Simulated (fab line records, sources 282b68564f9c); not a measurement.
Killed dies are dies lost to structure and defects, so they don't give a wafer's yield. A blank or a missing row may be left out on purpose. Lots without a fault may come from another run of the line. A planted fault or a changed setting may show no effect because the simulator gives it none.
One fault seen from 2 desks | flow rit_cmos | each desk has only its own numbers; what lay behind them comes last

THE TOOL OWNER'S DESK: litho_track-03
The tool's own readings at RIT_M1_DEVELOP_08 (develop time 68 s): means of the sampled wafers that have a number, for each lot that ran on this tool. A lot is out of limits, marked OUT, if its mean lies more than 4 standard deviations from the usual mean; the brackets give that distance.
Columns: A = developer_temp_C at RIT_M1_DEVELOP_08, usual 22.98 C
lot  | first seen here | A
L612 | day 3 12:00     | 22.89
L614 | day 3 23:00     | 23.01
L622 | day 5 10:00     | 25.24 (+24) OUT
L623 | day 5 15:00     | 25.25 (+24) OUT
This desk's finding: out of limits on L622, L623; first on L622, day 5 10:00 (developer_temp_C at RIT_M1_DEVELOP_08). In limits: L612, L614.

THE METROLOGY DESK
What the gauges read, lot by lot, whatever tool the lot ran on: means of the sampled wafers that have a number. A lot is out of limits, marked OUT, if its mean lies more than 4 standard deviations from the usual mean; the brackets give that distance.
Columns: A = cd_nm at RIT_M1_CD_MEAS_09, usual 2599.1 nm
lot  | first seen here | A
L612 | day 3 12:50     | 2601.0
L613 | day 3 20:02     | 2601.4
L614 | day 3 23:25     | 2598.7
L622 | day 5 10:38     | 2606.8
L623 | day 5 15:31     | 2603.3
L624 | day 5 20:09     | 2595.4
L628 | day 6 16:42     | 2597.4
L629 | day 7 00:50     | 2597.7
L634 | day 8 02:38     | 2599.7
This desk's finding: nothing out of limits on any of the 9 lots.

PUT TOGETHER
The tool owner's desk could have raised an alarm at day 5 10:00, on L622, L623.
The metrology desk saw nothing out of limits.
The metrology desk has L622, L623 on record, within its limits.
Of the lots named, all ran RIT_M1_DEVELOP_08 on litho_track-03.

WHAT THE SIMULATOR HAD PUT IN
Process parameter drift: litho_track-03, from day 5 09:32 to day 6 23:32, at RIT_M1_DEVELOP_08. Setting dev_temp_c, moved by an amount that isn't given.
Lots struck among those shown: L622, L623.
Hours from the fault's start to each desk's first reading out of limits: the tool owner's desk, 0.
